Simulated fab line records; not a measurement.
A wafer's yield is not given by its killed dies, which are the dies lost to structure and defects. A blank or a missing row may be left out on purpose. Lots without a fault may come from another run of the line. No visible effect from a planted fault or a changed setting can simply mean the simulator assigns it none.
A struck lot beside a sound one + flow berkeley_cmos170 + 14 out of 331 route steps
Sound: wafers L749.1, L749.3, L749.5. Wafers L745.1, L745.2, L745.3 were the ones struck. The cause is given at the end.
Per side, at each step with rows, come the tool, then ch with its chambers, and then its first start. Under that, the readings that differ: sound wafers + struck wafers + difference of the means + sigmas: that difference in standard deviations of wafers without a fault.
alike: words and numbers the same on both sides, and readings whose means are apart by under 2 such deviations; not compared: readings that were withheld, readings missing a value for some wafer, numbers with overlapping values and no deviation given by the record, and bounds like >300 which may hide the same value.
A row with sigmas, a row that says differs or no value, or rows on one side alone: a step with any of these is where the two part. Numbers that have no deviation but don't overlap get no sigmas and don't part them. A reading missing from all wafers of one side parts the sides only when that side holds two or more wafers.

UCB170_NLDD_STRIP_10: strips in O2.
  sound on plasma_asher-03 ch 0,1, day 8 19:30; struck on plasma_asher-04 ch 0,1, day 8 02:44
  alike: chamber_pressure_mTorr, drypump_motor_current_A, oes_product_au, strip_time_to_endpoint_s
  not compared: rf_hours_counter_h
UCB170_NLDD_TW_MEAS_11:
  struck on film_metro-04, day 8 02:50; sound on film_metro-04, day 8 19:36
  alike: NLDD_TW
then, 1 step without rows for these wafers: UCB170_NLDD_CLEAN_12 (cleans in SPM, time 600 s).
UCB170_SPACER_CVD_00: deposits SiO2 from TEOS/O2, target thk 376 nm, time 47 s.
  sound on pecvd-04 ch 0,1, day 8 20:00; struck on pecvd-01 ch 0,1,2, day 8 03:12
  alike: heater_power_w
UCB170_SPACER_THK_MEAS_01:
  struck on film_metro-03, day 8 03:15; sound on film_metro-03, day 8 20:02
  alike: SPACER_TEOS_THK
then, 1 step without rows for these wafers: UCB170_SPACER_ANNEAL_02 (time 1800 s).
UCB170_SPACER_ETCHBACK_03: etches SiO2 in CHF3/CF4/Ar, stops on Si, target depth 376 nm, time 100 s.
  sound on rie_diel-03 ch 1,2, day 9 03:34; struck on rie_diel-02 ch 0,2,3, day 8 08:45
  alike: cf4_flow_sccm, chamber_pressure_mTorr, drypump_motor_current_A, oes_product_au, throttle_valve_pct
  not compared: rf_hours_counter_h
then, 5 steps without rows for these wafers: UCB170_PSD_HMDS_00 (prime time 60 s); UCB170_PSD_COAT_01 (resist thk 900 nm); UCB170_PSD_SOFTBAKE_02 (time 60 s); UCB170_PSD_EXPOSE_03 (exposes mask PSELECT MOD, target cd 1200 nm); UCB170_PSD_PEB_04.
UCB170_PSD_DEVELOP_05: develop time 45 s.
  sound on litho_track-02 ch 0, day 9 05:00; struck on litho_track-01, day 8 09:00
  no value came back on the struck wafers for chill_plate_temp_C (C), develop_time_s (s); on the sound wafers chill_plate_temp_C (C) reads 22.94 22.79 23.01
| reading                              | sound             | struck            | difference | sigmas |
|--------------------------------------|-------------------|-------------------|------------|--------|
| model.KrF_of_PSD_COAT_01.thk_nm (nm) | 883.3 881.9 883.7 | 897.4 896.9 894.9 | +13.4      |        |
UCB170_PSD_CD_MEAS_06: target cd 1200 nm.
  struck on cd_sem-02, day 8 09:46; sound on cd_sem-01, day 9 05:21
| reading    | sound                | struck | difference                    | sigmas |
|------------|----------------------|--------|-------------------------------|--------|
| cd_nm (nm) | 1200.7 1199.3 1199.7 | - - -  | no value on the struck wafers |        |

WHERE THEY PART
First at UCB170_PSD_DEVELOP_05; last, within this record, at UCB170_PSD_CD_MEAS_06.

WHY: what had been put in by the simulator
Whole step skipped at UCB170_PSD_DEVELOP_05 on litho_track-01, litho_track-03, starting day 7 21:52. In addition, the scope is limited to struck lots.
